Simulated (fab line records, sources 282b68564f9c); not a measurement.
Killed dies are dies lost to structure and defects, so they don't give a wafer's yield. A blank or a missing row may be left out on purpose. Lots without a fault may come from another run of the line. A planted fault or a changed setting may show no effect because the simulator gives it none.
fab line records | flow rit_cmos
record lots=15 wafers=45 last_day=7
route steps=202 shown ACTIVE@14 FOX2@23 PWELL@49 PRETRO@73 M1@202
lots that met no fault: from a run of the same line without faults
start_h: hours from the record's first day to the start of the lot's first wafer shown | wait_h: hours since the lot's step before | " the same as in the row above | L1.1+2: a row that stands for several wafers | - no value, or no start given | * or withheld: withheld | < > ~ a bound
route shown NAME@n: a module of which the file shows steps, and the number in the route of the first | usual: mean/standard deviation of fault-free wafers | same: alike in all rows | chamber/n: place in a boat | sites: the reading at each site | _std_site: their standard deviation | _edge_site: outer sites' mean less inner sites' | radius_mm: how far each site lies from the wafer's centre | mask NAME#n: copy n | behind: the tool/chamber that last shaped the wafer | hold: why the lot was held/for how many hours/how that ended | device: the transistor (n, p or np) that didn't switch | end of line: the same wafers' tests at the end of the route | a step without rows: its recipe alone | killed: dies lost to structure and defects at the first sort, not the wafer's yield | map: a wafer's dies, x killed, . not, _ none there
set.NAME: the setting as run; set.NAME@STEP: as run at that earlier step | model.NAME: the simulator's own value behind a step, which no gauge read
steps of the route over a sample of lots; a table a step, a row a wafer
services: from which hour (start_h, from the record's first day; less than 0 if before it) a tool's chamber was out of use, for how many hours, and why
## steps
# step RIT_ACTIVE_ETCH_13
# recipe stop_on=SiO2 chemistry=SF6 target=Si3N4 time_s=210 over_etch_frac=0.4 SF6_flow_sccm=200 pressure_mtorr=260 rf_w=125 target_depth_a=2100
# usual drypump_motor_current_A=5.7/0.63 oes_product_au=0.826/0.01 throttle_valve_pct=7.44/0.11
# columns lot.wafer tool chamber start_h wait_h drypump_motor_current_A oes_product_au rf_hours_counter_h throttle_valve_pct
L276.2 rie_diel-04 1 14.83 0.1 5.7 0.822 179 7.56
L276.3 " 2 " " 6.3 0.820 139 7.55
L276.4 " 0 " " 5.4 0.826 51 7.42
L277.1 rie_diel-04 3 19.71 0.1 5.3 0.813 34 7.61
L277.2 " 2 " " 6.3 0.817 139 7.55
L277.5 " 3 " " 5.3 0.816 - 7.61
L278.1 rie_diel-02 2 24.71 0.1 6.5 0.832 118 7.29
L278.2 " 0 " " 6.6 0.826 119 7.48
L278.5 " 0 " " 6.6 0.822 - 7.47
L281.2 rie_diel-04 0 40.09 0.1 5.3 0.811 51 7.43
L281.5 " 0 " " 5.3 0.816 - 7.42
L281.6 " 3 " " 5.3 0.804 - 7.62
L283.1 rie_diel-01 3 49.96 0.1 6.2 0.824 38 7.41
L283.2 " 0 " " 4.8 0.830 7 7.32
L283.5 " 1 " " 5.8 0.838 - 7.36
L284.1 rie_diel-01 0 54.83 0.1 4.9 0.819 7 7.30
L284.2 " 3 " " 6.2 0.804 38 7.42
L284.5 " 3 " " 6.2 0.813 - 7.42
L290.1 rie_diel-04 2 85.97 0.1 6.3 0.806 141 7.55
L290.2 " 1 " " 5.6 0.828 1 7.54
L290.4 " 3 " " 5.3 0.814 36 7.61
L292.1 rie_diel-02 1 96.31 0.1 6.6 0.834 6 7.31
L292.3 " 3 " " 5.3 0.836 72 7.71
L292.6 " 2 " " 6.5 0.841 - 7.31
L293.1 rie_diel-01 0 99.71 0.1 4.8 0.826 8 7.33
L293.2 " 1 " " 5.8 0.833 155 7.37
L293.6 " 1 " " 5.8 0.836 - 7.36
L294.2 rie_diel-01 1 105.88 0.1 5.8 0.834 155 7.38
L294.3 " 0 " " 4.9 0.819 8 7.32
L294.5 " 1 " " 5.8 0.829 - 7.37
L295.2 rie_diel-04 3 111.85 0.1 5.3 0.817 36 7.62
L295.3 " 2 " " 6.3 0.803 141 7.55
L295.6 " 1 " " 5.7 0.821 - 7.56
L296.4 rie_diel-04 1 114.96 0.1 5.6 0.838 1 7.54
L296.5 " 0 " " 5.4 0.824 - 7.41
L296.6 " 1 " " 5.7 0.830 - 7.56
L297.1 rie_diel-02 1 120.42 0.1 6.7 0.833 7 7.29
L297.5 " 2 " " 6.5 0.831 - 7.29
L297.6 " 1 " " 6.7 0.836 - 7.30
L298.2 rie_diel-01 3 124.83 0.1 6.2 0.817 39 7.41
L298.5 " 3 " " 6.2 0.823 - 7.40
L298.6 " 1 " " 5.8 0.850 - 7.36
L299.1 rie_diel-01 3 129.85 0.1 6.3 0.812 39 7.43
L299.2 " 2 " " 5.0 0.824 42 7.49
L299.3 " 0 " " 4.8 0.827 8 7.33
# step RIT_FOX2_OXIDATION_00
# recipe temp_c=1100 ambient=H2O target_thk_a=3507 p_h2o_torr=720 ox_time_s=1130
# usual zone_power_source_pct=40/6.2
# columns lot.wafer tool chamber start_h wait_h zone_power_source_pct
L276.2 furnace-02 0 19.44 0.9 47
L276.3 " 0 " " 47
L276.4 " 0 " " 47
L277.1 furnace-01 0 22.00 0.0 34
L277.2 " 0 " " 34
L277.5 " 0 " " 34
L278.1 furnace-02 0 27.40 0.0 46
L278.2 " 0 " " 47
L278.5 " 0 " " 46
L281.2 furnace-01 0 44.28 1.3 34
L281.5 " 0 " " 34
L281.6 " 0 " " 34
L281.2 furnace-01 0 46.82 1.2 34
L281.5 " 0 " " 34
L281.6 " 0 " " 35
L283.1 furnace-04 0 52.28 0.0 43
L283.2 " 0 " " 43
L283.5 " 0 " " 43
L284.1 furnace-02 0 57.14 0.0 47
L284.2 " 0 " " 48
L284.5 " 0 " " 47
L284.1 furnace-02 0 58.62 0.2 46
L284.2 " 0 " " 48
L284.5 " 0 " " 46
L290.1 furnace-01 0 91.26 2.4 34
L290.2 " 0 " " 33
L290.4 " 0 " " 33
L290.1 furnace-01 0 93.89 1.3 34
L290.2 " 0 " " 34
L290.4 " 0 " " 34
L292.1 furnace-02 0 99.05 0.5 47
L292.3 " 0 " " 46
L292.6 " 0 " " 46
L293.1 furnace-02 0 102.11 0.0 46
L293.2 " 0 " " 47
L293.6 " 0 " " 47
L294.2 furnace-02 0 112.18 1.0 47
L294.3 " 0 " " 48
L294.5 " 0 " " 47
L295.2 furnace-04 0 114.18 0.0 43
L295.3 " 0 " " 44
L295.6 " 0 " " 44
L296.4 furnace-02 0 117.34 0.0 47
L296.5 " 0 " " 48
L296.6 " 0 " " 47
L297.1 furnace-01 0 123.07 0.0 33
L297.5 " 0 " " 34
L297.6 " 0 " " 33
L298.2 furnace-01 0 127.16 0.0 33
L298.5 " 0 " " 33
L298.6 " 0 " " 33
L299.1 furnace-02 0 132.16 0.0 47
L299.2 " 0 " " 47
L299.3 " 0 " " 47
# step RIT_FOX2_THK_MEAS_01
# recipe reads=SiO2_of_FOX2_OXIDATION_00
# usual FOX2_OXIDE_THK=352/6.5
# columns lot.wafer tool chamber start_h wait_h FOX2_OXIDE_THK[nm]
L276.2 film_metro-03 - 20.77 0.0 357
L276.3 " - " " 358
L276.4 " - " " 357
L277.1 film_metro-04 - 23.31 0.0 346
L277.2 " - " " 349
L277.5 " - " " 347
L278.1 film_metro-01 - 28.71 0.0 344
L278.2 " - " " 354
L278.5 " - " " 353
L281.2 film_metro-01 - 48.20 0.1 537
L281.5 " - " " 531
L281.6 " - " " 525
L283.1 film_metro-01 - 53.60 0.0 352
L283.2 " - " " 351
L283.5 " - " " 351
L284.1 film_metro-01 - 59.93 0.0 505
L284.2 " - " " 515
L284.5 " - " " 511
L290.1 film_metro-03 - 95.30 0.1 548
L290.2 " - " " 544
L290.4 " - " " 545
L292.1 film_metro-01 - 100.36 0.0 361
L292.3 " - " " 359
L292.6 " - " " 360
L293.1 film_metro-03 - 103.42 0.0 359
L293.2 " - " " 353
L293.6 " - " " 350
L294.2 film_metro-03 - 113.50 0.0 361
L294.3 " - " " 363
L294.5 " - " " 363
L295.2 film_metro-03 - 115.51 0.0 348
L295.3 " - " " 344
L295.6 " - " " 345
L296.4 film_metro-03 - 118.68 0.0 354
L296.5 " - " " 356
L296.6 " - " " 355
L297.1 film_metro-01 - 124.38 0.0 355
L297.5 " - " " 348
L297.6 " - " " 353
L298.2 film_metro-01 - 128.49 0.0 346
L298.5 " - " " 340
L298.6 " - " " 349
L299.1 film_metro-04 - 133.47 0.0 359
L299.2 " - " " 361
L299.3 " - " " 365
# step RIT_FOX2_THK_MEAS_90
# recipe reads=SiO2_of_FOX2_OXIDATION_00
# usual FIELD_OXIDE_LEFT_1_THK=325/6.5
# columns lot.wafer tool chamber start_h wait_h FIELD_OXIDE_LEFT_1_THK[nm]
L276.2 film_metro-04 - 21.71 0.0 330
L276.3 " - " " 331
L276.4 " - " " 329
L277.1 film_metro-01 - 24.19 0.0 319
L277.2 " - " " 321
L277.5 " - " " 320
L278.1 film_metro-01 - 29.66 0.0 317
L278.2 " - " " 326
L278.5 " - " " 325
L281.2 film_metro-04 - 49.08 0.0 509
L281.5 " - " " 504
L281.6 " - " " 498
L283.1 film_metro-01 - 54.48 0.0 326
L283.2 " - " " 324
L283.5 " - " " 324
L284.1 film_metro-04 - 60.81 0.0 478
L284.2 " - " " 488
L284.5 " - " " 484
L290.1 film_metro-03 - 96.18 0.0 521
L290.2 " - " " 518
L290.4 " - " " 518
L292.1 film_metro-03 - 101.24 0.0 334
L292.3 " - " " 332
L292.6 " - " " 333
L293.1 film_metro-01 - 104.30 0.0 331
L293.2 " - " " 326
L293.6 " - " " 323
L294.2 film_metro-01 - 114.45 0.0 334
L294.3 " - " " 336
L294.5 " - " " 336
L295.2 film_metro-03 - 116.46 0.0 321
L295.3 " - " " 317
L295.6 " - " " 318
L296.4 film_metro-03 - 119.71 0.1 327
L296.5 " - " " 329
L296.6 " - " " 328
L297.1 film_metro-04 - 125.33 0.0 328
L297.5 " - " " 320
L297.6 " - " " 326
L298.2 film_metro-04 - 129.44 0.0 319
L298.5 " - " " 314
L298.6 " - " " 322
L299.1 film_metro-03 - 134.42 0.0 332
L299.2 " - " " 334
L299.3 " - " " 338
# step RIT_PWELL_TW_MEAS_10
# usual PWELL_TW=957/15
# columns lot.wafer tool chamber start_h wait_h PWELL_TW
L276.2 film_metro-01 - 24.81 0.1 941
L276.3 " - " " 943
L276.4 " - " " 941
L277.1 film_metro-02 - 27.65 0.1 971
L277.2 " - " " 972
L277.5 " - " " 979
L278.1 film_metro-01 - 33.01 0.1 937
L278.2 " - " " 938
L278.5 " - " " 941
L281.2 film_metro-02 - 52.73 0.1 977
L281.5 " - " " 981
L281.6 " - " " 979
L283.1 film_metro-03 - 57.58 0.1 946
L283.2 " - " " 950
L283.5 " - " " 944
L284.1 film_metro-03 - 64.82 0.2 950
L284.2 " - " " 951
L284.5 " - " " 950
L290.1 film_metro-03 - 99.88 0.1 956
L290.2 " - " " 955
L290.4 " - " " 955
L292.1 film_metro-03 - 104.53 0.1 958
L292.3 " - " " 955
L292.6 " - " " 954
L293.1 film_metro-01 - 107.65 0.1 942
L293.2 " - " " 940
L293.6 " - " " 946
L294.2 film_metro-03 - 117.87 0.1 949
L294.3 " - " " 957
L294.5 " - " " 946
L295.2 film_metro-02 - 119.85 0.1 969
L295.3 " - " " 971
L295.6 " - " " 971
L296.4 film_metro-03 - 123.14 0.1 954
L296.5 " - " " 955
L296.6 " - " " 953
L297.1 film_metro-02 - 128.78 0.1 981
L297.5 " - " " 979
L297.6 " - " " 975
L298.2 film_metro-01 - 132.74 0.1 945
L298.5 " - " " 939
L298.6 " - " " 933
L299.1 film_metro-03 - 137.65 0.1 960
L299.2 " - " " 958
L299.3 " - " " 954
# step RIT_PRETRO_STRIP_09
# recipe chemistry=O2 time_s=180 resist=NOVOLAK platen_temp_c=withheld power_w=500 pressure_mtorr=4000 o2_flow_sccm=4000
# usual drypump_motor_current_A=5.5/0.62 rf_refl_power_W=7.0/1.1
# columns lot.wafer tool chamber start_h wait_h drypump_motor_current_A rf_hours_counter_h rf_refl_power_W
L276.2 plasma_asher-01 0 33.18 0.1 6.3 36 5.1
L276.3 " 0 " " 6.3 - 5.2
L276.4 " 1 " " 6.0 - 8.5
L277.1 plasma_asher-01 1 36.15 0.1 6.0 36 8.2
L277.2 " 0 " " 6.3 36 5.3
L277.5 " 0 " " 6.4 - 5.5
L278.1 plasma_asher-02 1 41.26 0.1 4.7 26 6.6
L278.2 " 0 " " 5.7 26 8.4
L278.5 " 0 " " 5.7 - 8.3
L281.2 plasma_asher-04 1 61.49 0.1 6.2 41 5.6
L281.5 " 1 " " 6.3 - 5.6
L281.6 " 0 " " 5.0 - 8.2
L283.1 plasma_asher-02 0 66.08 0.1 5.7 29 8.1
L283.2 " 1 " " 4.7 29 6.4
L283.5 " 0 " " 5.7 - 7.6
L284.1 plasma_asher-01 0 73.61 0.1 6.3 40 5.4
L284.2 " 1 " " 6.0 40 8.2
L284.5 " 1 " " 6.0 - 8.5
L290.1 plasma_asher-02 1 110.39 0.4 4.7 33 6.6
L290.2 " 0 " " 5.7 33 7.9
L290.4 " 1 " " 4.7 - 6.5
L292.1 plasma_asher-02 0 113.03 0.1 5.7 34 7.6
L292.3 " 1 " " 4.7 - 6.5
L292.6 " 1 " " 4.7 - 6.5
L293.1 plasma_asher-02 0 117.39 0.1 5.7 34 7.8
L293.2 " 1 " " 4.7 34 6.5
L293.6 " 0 " " 5.7 - 7.6
L294.2 plasma_asher-02 0 126.36 0.1 5.7 35 7.9
L294.3 " 0 " " 5.7 - 7.6
L294.5 " 0 " " 5.8 - 7.5
L295.2 plasma_asher-02 0 128.44 0.1 5.7 35 8.1
L295.3 " 0 " " 5.7 - 7.9
L295.6 " 0 " " 5.7 - 8.0
L296.4 plasma_asher-02 1 132.05 0.1 4.7 - 6.4
L296.5 " 0 " " 5.7 - 7.6
L296.6 " 1 " " 4.7 - 6.4
L297.1 plasma_asher-01 0 137.16 0.1 6.3 2 5.2
L297.5 " 1 " " 6.1 - 8.2
L297.6 " 0 " " 6.4 - 5.4
L298.2 plasma_asher-02 0 142.13 0.1 5.7 37 8.0
L298.5 " 0 " " 5.7 - 8.1
L298.6 " 1 " " 4.7 - 6.6
L299.1 plasma_asher-02 1 146.39 0.1 4.7 37 6.5
L299.2 " 0 " " 5.7 37 7.5
L299.3 " 0 " " 5.7 - 7.7
# step RIT_FOX2_THK_MEAS_91
# recipe reads=SiO2_of_FOX2_OXIDATION_00
# usual FIELD_OXIDE_LEFT_2_THK=257/6.4
# columns lot.wafer tool chamber start_h wait_h FIELD_OXIDE_LEFT_2_THK[nm]
L276.2 film_metro-04 - 33.86 0.0 262
L276.3 " - " " 263
L276.4 " - " " 261
L277.1 film_metro-03 - 36.80 0.0 250
L277.2 " - " " 252
L277.5 " - " " 251
L278.1 film_metro-03 - 41.91 0.0 248
L278.2 " - " " 257
L278.5 " - " " 256
L281.2 film_metro-03 - 62.60 0.4 441
L281.5 " - " " 435
L281.6 " - " " 430
L283.1 film_metro-04 - 66.74 0.0 258
L283.2 " - " " 256
L283.5 " - " " 257
L284.1 film_metro-04 - 74.66 0.0 410
L284.2 " - " " 419
L284.5 " - " " 416
L290.1 film_metro-01 - 111.25 0.0 452
L290.2 " - " " 449
L290.4 " - " " 451
L292.1 film_metro-01 - 113.91 0.0 264
L292.3 " - " " 263
L292.6 " - " " 263
L293.1 film_metro-04 - 118.11 0.0 263
L293.2 " - " " 257
L293.6 " - " " 254
L294.2 film_metro-01 - 127.04 0.0 266
L294.3 " - " " 269
L294.5 " - " " 269
L295.2 film_metro-01 - 129.11 0.0 253
L295.3 " - " " 250
L295.6 " - " " 250
L296.4 film_metro-04 - 132.68 0.0 259
L296.5 " - " " 261
L296.6 " - " " 260
L297.1 film_metro-01 - 137.81 0.0 260
L297.5 " - " " 252
L297.6 " - " " 257
L298.2 film_metro-04 - 142.84 0.0 252
L298.5 " - " " 246
L298.6 " - " " 254
L299.1 film_metro-04 - 147.08 0.0 264
L299.2 " - " " 265
L299.3 " - " " 270
# step RIT_M1_PROBE_99
# usual killed_at_contacts=0.1/0.24 killed_at_front_end=7/3.1 killed_dies=7/3.1 killed_open=3.6/2.1 killed_short=3.2/2
# same gross_dies=264 killed_at_M0_to_M3=0 killed_at_M4_up=0 killed_at_back_side=0 killed_at_other=0
# columns lot.wafer tool chamber start_h wait_h killed_at_contacts killed_at_front_end killed_dies killed_open killed_short
L281.2 prober-01 - 89.04 0.1 0 2 2 1 1
L281.5 prober-01 - 89.19 0.2 0 6 6 0 6
L281.6 prober-01 - 89.24 0.2 0 2 2 0 2
L283.1 prober-01 - 95.13 0.1 0 6 6 3 3
L283.2 prober-01 - 95.18 0.1 0 4 4 3 1
L283.5 prober-01 - 95.33 0.2 0 6 6 3 3
L284.1 prober-02 - 104.09 0.1 0 3 3 3 0
L284.2 prober-02 - 104.14 0.1 0 2 2 2 0
L284.5 prober-02 - 104.29 0.2 0 7 7 7 0
L290.1 prober-02 - 140.78 0.1 0 14 14 8 6
L290.2 prober-02 - 140.83 0.1 0 5 5 2 3
L290.4 prober-02 - 140.93 0.2 0 13 13 8 5
# killed by level:class
L281.2 FOX1:geometric_particle:short=1 FOX1:geometric_particle:open=1
L281.5 GATE:geometric_particle:short=3 ACTIVE:geometric_particle:short=1 REOX:geometric_particle:short=1 SILICIDE:geometric_particle:short=1
L281.6 FOX1:geometric_particle:short=2
L283.1 FOX1:geometric_particle:open=1 FOX1:geometric_particle:short=1 GATE:geometric_particle:short=1 GATE:geometric_particle:open=1 SPACER:geometric_particle:short=1 SILICIDE:geometric_particle:open=1
L283.2 FOX1:geometric_particle:open=2 GATE:geometric_particle:short=1 REOX:geometric_particle:open=1
L283.5 FOX1:geometric_particle:open=2 REOX:geometric_particle:short=2 FOX1:geometric_particle:short=1 SPACER:geometric_particle:open=1
L284.1 GATE:geometric_particle:open=3
L284.2 GATE:geometric_particle:open=1 SILICIDE:geometric_particle:open=1
L284.5 FOX1:geometric_particle:open=3 GATE:geometric_particle:open=3 SILICIDE:geometric_particle:open=1
L290.1 GATE:geometric_particle:open=3 GATE:geometric_particle:short=2 SPACER:geometric_particle:open=2 FOX1:geometric_particle:short=1 FOX1:geometric_particle:open=1 FOX2:geometric_particle:open=1 FOX2:geometric_particle:short=1 REOX:geometric_particle:short=1
L290.2 SILICIDE:geometric_particle:short=2 GATE:geometric_particle:short=1 GATE:geometric_particle:open=1 REOX:geometric_particle:open=1
L290.4 GATE:geometric_particle:open=6 SILICIDE:geometric_particle:short=2 SILICIDE:geometric_particle:open=2 FOX2:geometric_particle:short=1 GATE:geometric_particle:short=1 SPACER:geometric_particle:short=1
## services
# columns tool chamber start_h hours kind
rie_diel-02 2 -2.42 6.6 repair
furnace-01 - 4.39 3.9 pm
furnace-04 - 13.29 2.7 pm
rie_diel-02 3 24.21 5.2 repair
rie_diel-04 1 28.25 9.1 repair
rie_diel-04 3 29.67 4.2 repair
rie_diel-04 1 37.36 - clean
rie_diel-04 1 37.36 24.8 scheduled_down
rie_diel-04 1 37.36 24.8 vent_cycle
furnace-01 - 41.93 2.3 pm
furnace-04 - 43.79 1.3 pm
rie_diel-01 1 50.65 7.4 repair
furnace-04 - 58.94 3.5 pm
furnace-02 - 72.05 19.8 pm
furnace-02 - 91.84 3.5 pm
rie_diel-02 2 98.30 5.0 repair
plasma_asher-01 - 108.75 9.0 pm
rie_diel-01 0 109.31 18.7 repair
plasma_asher-01 - 115.26 0.9 repair
rie_diel-04 3 121.15 6.7 repair
rie_diel-01 1 127.97 - clean
rie_diel-01 1 127.97 17.4 scheduled_down
rie_diel-01 0 140.41 2.9 repair
rie_diel-02 - 145.14 2.8 pm
## key
first_sign step=RIT_FOX2_OXIDATION_00 reading=visit direction=added
effect step=RIT_FOX2_THK_MEAS_01 reading=FOX2_OXIDE_THK direction=up sigmas=27 usual=352 struck=529
effect step=RIT_FOX2_THK_MEAS_90 reading=FIELD_OXIDE_LEFT_1_THK direction=up sigmas=27 usual=325 struck=502
effect step=RIT_FOX2_THK_MEAS_91 reading=FIELD_OXIDE_LEFT_2_THK direction=up sigmas=28 usual=257 struck=434
met_at RIT_FOX2_OXIDATION_00
struck_lots L281,L284,L290
tester_left_out L281,L284,L290
not_acting_at RIT_ACTIVE_ETCH_13,RIT_PWELL_TW_MEAS_10,RIT_PRETRO_STRIP_09
fault kind=repeated_step_whole tool=furnace-01,furnace-02,furnace-04 chamber=- onset_h=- steps=RIT_FOX2_OXIDATION_00 times=1 scope=struck_lots_only
# tester_left_out: of these lots the tester's yield and bins aren't shown, on N5 and GAA mostly nor the transistor test; their killed dies are dies lost to structure and defects alone, not to doping, threshold or leakage, so they don't give the yield
